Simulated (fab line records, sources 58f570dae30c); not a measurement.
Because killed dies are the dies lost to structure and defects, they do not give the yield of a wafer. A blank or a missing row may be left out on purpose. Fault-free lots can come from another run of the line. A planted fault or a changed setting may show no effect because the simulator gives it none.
The tool behind it: which one?    flow berkeley cmos170    at 1 step of a route of 331, 15 lots with 45 wafers sampled

== WHAT EACH GAUGE READ, for each wafer ==
No reading from a measuring or inspecting step in the record can be judged against a usual standard deviation.

== EACH LOT AND THE TOOL THAT RAN IT (in order: tool; ch and the chambers of the sampled wafers; start) ==
lot   UCB170_NSD_SOFTBAKE_02
L865  litho track-02 ch 0, day 6 09:35
L864  litho track-04 ch 0, day 6 09:44
L866  litho track-04 ch 0, day 6 16:07
L867  litho track-03 ch 0, day 7 03:18
L870  litho track-04 ch 0, day 7 19:20
L871  litho track-03 ch 0, day 8 08:05
L873  litho track-04 ch 0, day 8 08:07
L874  litho track-03 ch 0, day 8 08:29
L875  litho track-03 ch 0, day 9 01:20
L877  litho track-02 ch 0, day 9 11:20
L878  litho track-02 ch 0, day 9 19:17
L880  litho track-04 ch 0, day 9 19:18
L881  litho track-04 ch 0, day 10 00:37
L882  litho track-04 ch 0, day 10 13:35
L885  litho track-02 ch 0, day 11 02:46
- UCB170_NSD_SOFTBAKE_02: time 60 s.

== WHAT THE TOOLS THEMSELVES READ (means of the sampled wafers that have a number; where no wafer has one, the mark that the record gives instead) ==
UCB170_NSD_SOFTBAKE_02.
lot   tool            chill plate temp C (C)  heater power total W (W)  run length s (s)
L865  litho track-02  22.96                   56.77                     89.18
L864  litho track-04  22.99                   56.77                     89.00
L866  litho track-04  23.09                   56.85                     89.10
L867  litho track-03  22.90                   56.77                     89.09
L870  litho track-04  23.11                   56.81                     89.08
L871  litho track-03  23.02                   59.27                     80.76
L873  litho track-04  23.07                   56.82                     89.02
L874  litho track-03  22.98                   59.25                     80.93
L875  litho track-03  23.10                   59.22                     81.02
L877  litho track-02  23.07                   56.78                     89.25
L878  litho track-02  23.11                   56.80                     89.37
L880  litho track-04  22.96                   56.83                     89.07
L881  litho track-04  22.82                   56.79                     89.03
L882  litho track-04  22.96                   56.77                     89.22
L885  litho track-02  23.06                   56.84                     89.29

== THE ANSWER, worked out from the rows above alone ==
Rule: what is usual is taken from the lots themselves. The widest of any qualifying gaps counts: lots, ordered by their means at a reading, are off when they make up no more than a third of the lots, leave a main group of 4 or more, and stand apart from it by 3 or more times the standard deviation of that group's means. A main group is skipped when, at the precision printed for the reading in the tables above, its means are all equal. A lot without any number at a reading at which 4 lots or more have one is off too. All remaining lots with rows at the step are treated as sound. Order of review: gauges by route order, followed by the tools' own readings, for which a lot's mean as printed above is used. At the first step where some lot is off, the reading lying furthest off is the one used; lots without a number count as furthest.
Off: L871, L874, L875 (UCB170_NSD_SOFTBAKE_02, heater power total W). Main group: mean 56.80 W, sd 0.028.
If a tool, at that step or one of the process steps before it, ran each lot that is off and ran no sound lot following the first of them, it fits. One candidate fits, namely litho track-03 at UCB170_NSD_SOFTBAKE_02. Its last sound lot is L867 (day 7 03:18), its first lot that is off L871 (day 8 08:05): a fault that began between those two fits.
The tool's own readings at UCB170_NSD_SOFTBAKE_02 bear it out: on the lots that are off they differ by more than 5 times the standard deviation of the sound lots' means. heater power total W reads 59.25 W there against 56.80 W on the sound lots; run length s reads 80.90 s there against 89.14 s on the sound lots.

== WHAT THE SIMULATOR PUT IN ==
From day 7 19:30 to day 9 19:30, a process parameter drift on litho track-03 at UCB170_NSD_SOFTBAKE_02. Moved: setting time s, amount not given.
Shown lots that were struck: L871, L874, L875. The rule above reached the same finding.
